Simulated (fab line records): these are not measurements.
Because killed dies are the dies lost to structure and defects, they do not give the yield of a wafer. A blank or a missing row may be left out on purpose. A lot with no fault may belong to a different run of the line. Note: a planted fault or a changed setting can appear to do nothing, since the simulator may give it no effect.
What tool caused it? || flow rit-cmos || Sampling: 15 lots, 45 wafers, 6 of 202 route steps

WHAT THE GAUGES READ, wafer by wafer
RIT_NWELL_OVL_MEAS_06.
{"lot": "L244", "measured": "day 2 03:21", "on": "overlay-01", "NWELL_OVL (nm)": "-0.4 -0.9 0.3"}
{"lot": "L248", "measured": "day 2 22:10", "on": "overlay-02", "NWELL_OVL (nm)": "0.6 1.8 0.2"}
{"lot": "L250", "measured": "day 3 07:41", "on": "overlay-01", "NWELL_OVL (nm)": "2.0 2.8 -0.2"}
{"lot": "L251", "measured": "day 3 15:00", "on": "overlay-02", "NWELL_OVL (nm)": "2.7 3.3 0.8"}
{"lot": "L253", "measured": "day 4 00:21", "on": "overlay-02", "NWELL_OVL (nm)": "1.1 0.3 2.0"}
{"lot": "L254", "measured": "day 4 05:05", "on": "overlay-02", "NWELL_OVL (nm)": "2.2 1.6 2.7"}
{"lot": "L255", "measured": "day 4 11:26", "on": "overlay-02", "NWELL_OVL (nm)": "2.0 2.9 2.0"}
{"lot": "L256", "measured": "day 4 15:15", "on": "overlay-02", "NWELL_OVL (nm)": "1.6 1.1 1.2"}
{"lot": "L257", "measured": "day 4 18:59", "on": "overlay-01", "NWELL_OVL (nm)": "- - -"}
{"lot": "L258", "measured": "day 5 01:48", "on": "overlay-02", "NWELL_OVL (nm)": "- - -"}
{"lot": "L259", "measured": "day 5 06:26", "on": "overlay-01", "NWELL_OVL (nm)": "- - -"}
{"lot": "L262", "measured": "day 5 21:45", "on": "overlay-02", "NWELL_OVL (nm)": "-0.9 -0.3 0.9"}
{"lot": "L263", "measured": "day 6 02:19", "on": "overlay-01", "NWELL_OVL (nm)": "-0.4 0.0 -0.7"}
{"lot": "L265", "measured": "day 6 14:11", "on": "overlay-02", "NWELL_OVL (nm)": "-0.4 -0.1 1.8"}
{"lot": "L266", "measured": "day 6 17:09", "on": "overlay-01", "NWELL_OVL (nm)": "-0.7 -1.8 -0.6"}

RIT_PWELL_TW_MEAS_10.
{"lot": "L244", "measured": "day 2 05:32", "on": "film-metro-01", "PWELL_TW": "947 947 946"}
{"lot": "L248", "measured": "day 3 05:51", "on": "film-metro-01", "PWELL_TW": "941 935 942"}
{"lot": "L250", "measured": "day 3 09:52", "on": "film-metro-03", "PWELL_TW": "956 953 955"}
{"lot": "L251", "measured": "day 3 17:13", "on": "film-metro-03", "PWELL_TW": "951 948 955"}
{"lot": "L253", "measured": "day 4 02:39", "on": "film-metro-03", "PWELL_TW": "954 951 956"}
{"lot": "L254", "measured": "day 4 07:25", "on": "film-metro-01", "PWELL_TW": "951 946 950"}
{"lot": "L255", "measured": "day 4 13:35", "on": "film-metro-03", "PWELL_TW": "950 952 952"}
{"lot": "L256", "measured": "day 4 17:25", "on": "film-metro-01", "PWELL_TW": "951 955 946"}
{"lot": "L257", "measured": "day 4 21:17", "on": "film-metro-03", "PWELL_TW": "2211 2196 2189"}
{"lot": "L258", "measured": "day 5 04:01", "on": "film-metro-02", "PWELL_TW": "2158 2168 2141"}
{"lot": "L259", "measured": "day 5 08:45", "on": "film-metro-01", "PWELL_TW": "2189 2179 2194"}
{"lot": "L262", "measured": "day 6 00:02", "on": "film-metro-01", "PWELL_TW": "958 953 958"}
{"lot": "L263", "measured": "day 6 04:29", "on": "film-metro-03", "PWELL_TW": "950 956 950"}
{"lot": "L265", "measured": "day 6 16:21", "on": "film-metro-02", "PWELL_TW": "942 937 939"}
{"lot": "L266", "measured": "day 6 19:19", "on": "film-metro-03", "PWELL_TW": "946 943 949"}

RIT_PSD_OVL_MEAS_06.
{"lot": "L244", "measured": "day 3 12:47", "on": "overlay-01", "PSD_OVL (nm)": "-2.0 -1.9 -2.0"}
{"lot": "L248", "measured": "day 4 08:42", "on": "overlay-02", "PSD_OVL (nm)": "-1.0 -1.4 -0.9"}
{"lot": "L250", "measured": "day 4 15:03", "on": "overlay-02", "PSD_OVL (nm)": "-0.1 -0.2 -1.0"}
{"lot": "L251", "measured": "day 4 22:26", "on": "overlay-02", "PSD_OVL (nm)": "-1.2 0.0 -0.2"}
{"lot": "L253", "measured": "day 5 05:02", "on": "overlay-02", "PSD_OVL (nm)": "-0.9 -3.4 -2.2"}
{"lot": "L254", "measured": "day 5 12:23", "on": "overlay-02", "PSD_OVL (nm)": "-2.0 -1.1 -0.2"}
{"lot": "L255", "measured": "day 5 17:02", "on": "overlay-02", "PSD_OVL (nm)": "-1.7 -1.8 -1.5"}
{"lot": "L256", "measured": "day 5 19:33", "on": "overlay-01", "PSD_OVL (nm)": "-2.5 -2.5 -2.7"}
{"lot": "L257", "measured": "day 5 23:15", "on": "overlay-02", "PSD_OVL (nm)": "-1.3 0.8 -1.4"}
{"lot": "L258", "measured": "day 6 09:29", "on": "overlay-02", "PSD_OVL (nm)": "-0.7 -1.6 0.7"}
{"lot": "L259", "measured": "day 6 13:10", "on": "overlay-02", "PSD_OVL (nm)": "1.3 -0.7 0.5"}
{"lot": "L262", "measured": "day 7 03:01", "on": "overlay-01", "PSD_OVL (nm)": "-2.1 -2.5 -1.2"}
{"lot": "L263", "measured": "day 7 10:31", "on": "overlay-01", "PSD_OVL (nm)": "-0.2 -0.2 -0.7"}
{"lot": "L265", "measured": "day 7 22:32", "on": "overlay-02", "PSD_OVL (nm)": "-0.8 -1.2 1.7"}
{"lot": "L266", "measured": "day 8 00:52", "on": "overlay-02", "PSD_OVL (nm)": "-1.6 0.0 0.7"}

RIT_PSD_TW_MEAS_10.
{"lot": "L244", "measured": "day 3 13:18", "on": "film-metro-01", "PSD_TW": "3374 3395 3380"}
{"lot": "L248", "measured": "day 4 09:13", "on": "film-metro-04", "PSD_TW": "3462 3448 3446"}
{"lot": "L250", "measured": "day 4 15:34", "on": "film-metro-04", "PSD_TW": "3487 3454 3473"}
{"lot": "L251", "measured": "day 4 22:57", "on": "film-metro-01", "PSD_TW": "3416 3449 3406"}
{"lot": "L253", "measured": "day 5 05:32", "on": "film-metro-01", "PSD_TW": "3433 3427 3441"}
{"lot": "L254", "measured": "day 5 12:54", "on": "film-metro-01", "PSD_TW": "3454 3464 3459"}
{"lot": "L255", "measured": "day 5 17:32", "on": "film-metro-02", "PSD_TW": "3382 3365 3385"}
{"lot": "L256", "measured": "day 5 20:04", "on": "film-metro-01", "PSD_TW": "3454 3419 3441"}
{"lot": "L257", "measured": "day 5 23:46", "on": "film-metro-04", "PSD_TW": "3456 3464 3470"}
{"lot": "L258", "measured": "day 6 10:00", "on": "film-metro-04", "PSD_TW": "3510 3491 3505"}
{"lot": "L259", "measured": "day 6 13:40", "on": "film-metro-01", "PSD_TW": "3438 3454 3450"}
{"lot": "L262", "measured": "day 7 03:32", "on": "film-metro-04", "PSD_TW": "3486 3480 3485"}
{"lot": "L263", "measured": "day 7 11:01", "on": "film-metro-02", "PSD_TW": "3380 3384 3398"}
{"lot": "L265", "measured": "day 7 23:02", "on": "film-metro-01", "PSD_TW": "3419 3401 3402"}
{"lot": "L266", "measured": "day 8 01:22", "on": "film-metro-04", "PSD_TW": "3459 3465 3459"}

WHICH TOOL RAN EACH LOT (tool, then ch and the chambers of the sampled wafers, then the start)
{"lot": "L244", "RIT_NWELL_COAT_01": "litho-track-02 ch 0, day 2 02:23", "RIT_NSD_STRIP_09": "plasma-asher-01 ch 0,1, day 3 11:41"}
{"lot": "L248", "RIT_NWELL_COAT_01": "litho-track-02 ch 0, day 2 21:19", "RIT_NSD_STRIP_09": "plasma-asher-01 ch 0,1, day 4 07:29"}
{"lot": "L250", "RIT_NWELL_COAT_01": "litho-track-03 ch 0, day 3 06:53", "RIT_NSD_STRIP_09": "plasma-asher-04 ch 0,1, day 4 13:28"}
{"lot": "L251", "RIT_NWELL_COAT_01": "litho-track-04 ch 0, day 3 14:19", "RIT_NSD_STRIP_09": "plasma-asher-04 ch 0,1, day 4 21:16"}
{"lot": "L253", "RIT_NWELL_COAT_01": "litho-track-03 ch 0, day 3 23:37", "RIT_NSD_STRIP_09": "plasma-asher-01 ch 0,1, day 5 03:49"}
{"lot": "L254", "RIT_NWELL_COAT_01": "litho-track-04 ch 0, day 4 04:22", "RIT_NSD_STRIP_09": "plasma-asher-03 ch 0,1, day 5 11:07"}
{"lot": "L255", "RIT_NWELL_COAT_01": "litho-track-03 ch 0, day 4 10:30", "RIT_NSD_STRIP_09": "plasma-asher-01 ch 0,1, day 5 15:41"}
{"lot": "L256", "RIT_NWELL_COAT_01": "litho-track-04 ch 0, day 4 14:26", "RIT_NSD_STRIP_09": "plasma-asher-04 ch 0,1, day 5 18:23"}
{"lot": "L257", "RIT_NWELL_COAT_01": "litho-track-04, day 4 18:17", "RIT_NSD_STRIP_09": "plasma-asher-03 ch 0,1, day 5 22:05"}
{"lot": "L258", "RIT_NWELL_COAT_01": "litho-track-03, day 5 00:52", "RIT_NSD_STRIP_09": "plasma-asher-03 ch 0,1, day 6 08:27"}
{"lot": "L259", "RIT_NWELL_COAT_01": "litho-track-04, day 5 05:35", "RIT_NSD_STRIP_09": "plasma-asher-04 ch 1, day 6 12:04"}
{"lot": "L262", "RIT_NWELL_COAT_01": "litho-track-03 ch 0, day 5 21:04", "RIT_NSD_STRIP_09": "plasma-asher-01 ch 0,1, day 7 01:44"}
{"lot": "L263", "RIT_NWELL_COAT_01": "litho-track-04 ch 0, day 6 01:35", "RIT_NSD_STRIP_09": "plasma-asher-01 ch 0, day 7 09:25"}
{"lot": "L265", "RIT_NWELL_COAT_01": "litho-track-04 ch 0, day 6 13:20", "RIT_NSD_STRIP_09": "plasma-asher-03 ch 0,1, day 7 21:01"}
{"lot": "L266", "RIT_NWELL_COAT_01": "litho-track-04 ch 0, day 6 16:25", "RIT_NSD_STRIP_09": "plasma-asher-01 ch 0,1, day 7 23:38"}
- RIT_NWELL_COAT_01: resist thk 1300 nm.
- RIT_NSD_STRIP_09: strips in O2, time 180 s.

AS READ BY THE TOOLS THEMSELVES (means over the sampled wafers that have a number; for cases with no such wafer, the mark the record gives instead)
RIT_NWELL_COAT_01.
{"lot": "L244", "tool": "litho-track-02", "chill-plate-temp-C (C)": 22.89, "dispense-pressure-kPa (kPa)": 56, "resist-line-temp-C (C)": 22.99}
{"lot": "L248", "tool": "litho-track-02", "chill-plate-temp-C (C)": 23.12, "dispense-pressure-kPa (kPa)": 56, "resist-line-temp-C (C)": 22.87}
{"lot": "L250", "tool": "litho-track-03", "chill-plate-temp-C (C)": 23.09, "dispense-pressure-kPa (kPa)": 45, "resist-line-temp-C (C)": 22.97}
{"lot": "L251", "tool": "litho-track-04", "chill-plate-temp-C (C)": 23.12, "dispense-pressure-kPa (kPa)": 53, "resist-line-temp-C (C)": 23.03}
{"lot": "L253", "tool": "litho-track-03", "chill-plate-temp-C (C)": 23.04, "dispense-pressure-kPa (kPa)": 45, "resist-line-temp-C (C)": 22.98}
{"lot": "L254", "tool": "litho-track-04", "chill-plate-temp-C (C)": 22.97, "dispense-pressure-kPa (kPa)": 53, "resist-line-temp-C (C)": 22.98}
{"lot": "L255", "tool": "litho-track-03", "chill-plate-temp-C (C)": 23.03, "dispense-pressure-kPa (kPa)": 45, "resist-line-temp-C (C)": 22.98}
{"lot": "L256", "tool": "litho-track-04", "chill-plate-temp-C (C)": 22.90, "dispense-pressure-kPa (kPa)": 53, "resist-line-temp-C (C)": 23.03}
{"lot": "L257", "tool": "litho-track-04", "chill-plate-temp-C (C)": "-", "dispense-pressure-kPa (kPa)": "-", "resist-line-temp-C (C)": "-"}
{"lot": "L258", "tool": "litho-track-03", "chill-plate-temp-C (C)": "-", "dispense-pressure-kPa (kPa)": "-", "resist-line-temp-C (C)": "-"}
{"lot": "L259", "tool": "litho-track-04", "chill-plate-temp-C (C)": "-", "dispense-pressure-kPa (kPa)": "-", "resist-line-temp-C (C)": "-"}
{"lot": "L262", "tool": "litho-track-03", "chill-plate-temp-C (C)": 22.88, "dispense-pressure-kPa (kPa)": 45, "resist-line-temp-C (C)": 22.88}
{"lot": "L263", "tool": "litho-track-04", "chill-plate-temp-C (C)": 23.04, "dispense-pressure-kPa (kPa)": 53, "resist-line-temp-C (C)": 22.87}
{"lot": "L265", "tool": "litho-track-04", "chill-plate-temp-C (C)": 23.01, "dispense-pressure-kPa (kPa)": 53, "resist-line-temp-C (C)": 23.05}
{"lot": "L266", "tool": "litho-track-04", "chill-plate-temp-C (C)": 22.98, "dispense-pressure-kPa (kPa)": 53, "resist-line-temp-C (C)": 23.06}

RIT_NSD_STRIP_09.
{"lot": "L244", "tool": "plasma-asher-01", "drypump-motor-current-A (A)": 6.0}
{"lot": "L248", "tool": "plasma-asher-01", "drypump-motor-current-A (A)": 6.0}
{"lot": "L250", "tool": "plasma-asher-04", "drypump-motor-current-A (A)": 5.7}
{"lot": "L251", "tool": "plasma-asher-04", "drypump-motor-current-A (A)": 5.6}
{"lot": "L253", "tool": "plasma-asher-01", "drypump-motor-current-A (A)": 5.7}
{"lot": "L254", "tool": "plasma-asher-03", "drypump-motor-current-A (A)": 5.3}
{"lot": "L255", "tool": "plasma-asher-01", "drypump-motor-current-A (A)": 6.0}
{"lot": "L256", "tool": "plasma-asher-04", "drypump-motor-current-A (A)": 5.7}
{"lot": "L257", "tool": "plasma-asher-03", "drypump-motor-current-A (A)": 5.3}
{"lot": "L258", "tool": "plasma-asher-03", "drypump-motor-current-A (A)": 5.3}
{"lot": "L259", "tool": "plasma-asher-04", "drypump-motor-current-A (A)": 5.8}
{"lot": "L262", "tool": "plasma-asher-01", "drypump-motor-current-A (A)": 6.0}
{"lot": "L263", "tool": "plasma-asher-01", "drypump-motor-current-A (A)": 6.3}
{"lot": "L265", "tool": "plasma-asher-03", "drypump-motor-current-A (A)": 5.3}
{"lot": "L266", "tool": "plasma-asher-01", "drypump-motor-current-A (A)": 6.0}

THE ANSWER, worked out from the rows above alone
Rule: usual is defined by the lots themselves. The widest of any qualifying gaps counts: lots, ordered by their means at a reading, are off when they make up no more than a third of the lots, leave a main group of 4 or more, and stand apart from it by 3 or more times the standard deviation of that group's means. A main group whose means are all the same, to the digits that the tables above print for the reading, isn't used. A lot without any number at a reading at which 4 lots or more have one is off too. Where the step has rows for the other lots, those lots are counted as sound. First the gauges in route order, then the tools' own readings, where a lot's mean is used as printed above. The first step at which some lot is off is used, and at that step the reading that is off furthest; a lot without a number counts as furthest.
Off: L257, L258, L259, at RIT_NWELL_OVL_MEAS_06 (NWELL_OVL). Without a number there: L257, L258, L259. The main group has a mean of 0.8 nm with a standard deviation of 1.1.
If a tool, at a process step before that reading, ran all the lots that are off and no sound lot after the first of them, it fits. The gauges at RIT_NWELL_OVL_MEAS_06 aren't tried: what is off there is off at RIT_PWELL_TW_MEAS_10 too, on other tools, and a gauge's error can't cause that. No candidate that was tried fits.

WHAT HAD BEEN PUT IN BY THE SIMULATOR
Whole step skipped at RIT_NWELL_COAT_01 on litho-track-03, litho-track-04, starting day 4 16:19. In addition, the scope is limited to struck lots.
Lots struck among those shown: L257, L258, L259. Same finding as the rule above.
